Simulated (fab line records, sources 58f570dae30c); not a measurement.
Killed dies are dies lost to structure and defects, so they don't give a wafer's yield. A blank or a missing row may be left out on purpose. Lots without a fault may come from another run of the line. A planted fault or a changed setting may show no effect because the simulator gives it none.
A struck lot beside a sound one | flow berkeley_cmos170 | 15 steps out of a route of 331
Sound: wafers L736.2, L736.3, L736.6. Struck: wafers L729.2, L729.3, L729.5. The cause comes at the end.
At each step with rows: each side's tool, then ch and its chambers, then its first start. Under that, the readings that differ: sound wafers | struck wafers | difference of the means | sigmas: that difference in standard deviations of wafers without a fault.
alike: readings whose means differ by less than 2 such deviations, and words and numbers that are the same on both sides. not compared: withheld readings, readings that some wafer has no value for, bounds like >300 that may hide the same value, and numbers for which the record gives no deviation and whose values overlap.
The two part at a step that has a row with sigmas, a row that says differs or no value, or rows on one side only. Numbers that don't overlap but have no deviation are shown without sigmas and don't part them. A reading that every wafer of one side lacks parts them only if that side has two wafers or more.

UCB170_M2_STRIP_19: strips in O2.
  sound on plasma_asher-01 ch 0,1, day 10 18:18; struck on plasma_asher-02 ch 0,1, day 9 10:58
  reading                     | sound       | struck      | difference | sigmas
  drypump_motor_current_A (A) | 6.5 5.9 6.5 | 5.8 5.3 5.8 | -0.7       | -2
  alike: oes_product_au
  not compared: rf_hours_counter_h
UCB170_M2_CD_MEAS_90: target cd 700 nm.
  sound on cd_sem-02, day 10 18:26; struck on cd_sem-01, day 9 11:05
  alike: cd_nm
UCB170_V2_CVD_00: deposits SiO2 from TEOS/O2, target thk 2000 nm, time 250 s.
  sound on pecvd-03 ch 0,2, day 10 18:32; struck on pecvd-04 ch 0,2, day 9 11:11
  alike: heater_power_w
UCB170_V2_THK_MEAS_01:
  sound on film_metro-04, day 10 18:43; struck on film_metro-01, day 9 11:22
  alike: V2_TEOS_THK
UCB170_V2_CMP_02: polishes SiO2.
  sound on cmp-01 ch 0,2, day 10 19:10; struck on cmp-01 ch 0,2,3, day 9 11:31
  alike: motor_current_A
UCB170_V2_BOW_MEAS_03:
  sound on film_metro-04, day 10 19:29; struck on film_metro-01, day 9 11:44
  alike: V2_BOW
UCB170_V2_THK_MEAS_04:
  sound on film_metro-04, day 10 19:36; struck on film_metro-01, day 9 11:50
  alike: V2_POLISHED_THK
then, 5 steps without rows for these wafers: UCB170_V2_CLEAN_05 (cleans in DIW); UCB170_V2_HMDS_06 (prime time 60 s); UCB170_V2_COAT_07 (resist thk 900 nm); UCB170_V2_SOFTBAKE_08 (time 60 s); UCB170_V2_EXPOSE_09 (exposes mask VIA2, target cd 700 nm).
UCB170_V2_PEB_10:
  sound on litho_track-04 ch 0, day 10 21:01; struck on litho_track-03 ch 0, day 9 13:16
  reading                  | sound             | struck            | difference | sigmas
  heater_power_total_W (W) | 56.83 56.86 56.87 | 57.41 57.40 57.41 | +0.55      | +13
  alike: exhaust_pa, resist_line_temp_C
then, 1 step without rows for these wafers: UCB170_V2_DEVELOP_11 (develop time 45 s).
UCB170_M3_PROBE_99:
  the record has rows for the struck wafers here (prober-02, day 9 16:46) and none for the sound ones

WHERE THEY PART
First at UCB170_M2_STRIP_19; last, within this record, at UCB170_M3_PROBE_99.

WHY: what the simulator had put in
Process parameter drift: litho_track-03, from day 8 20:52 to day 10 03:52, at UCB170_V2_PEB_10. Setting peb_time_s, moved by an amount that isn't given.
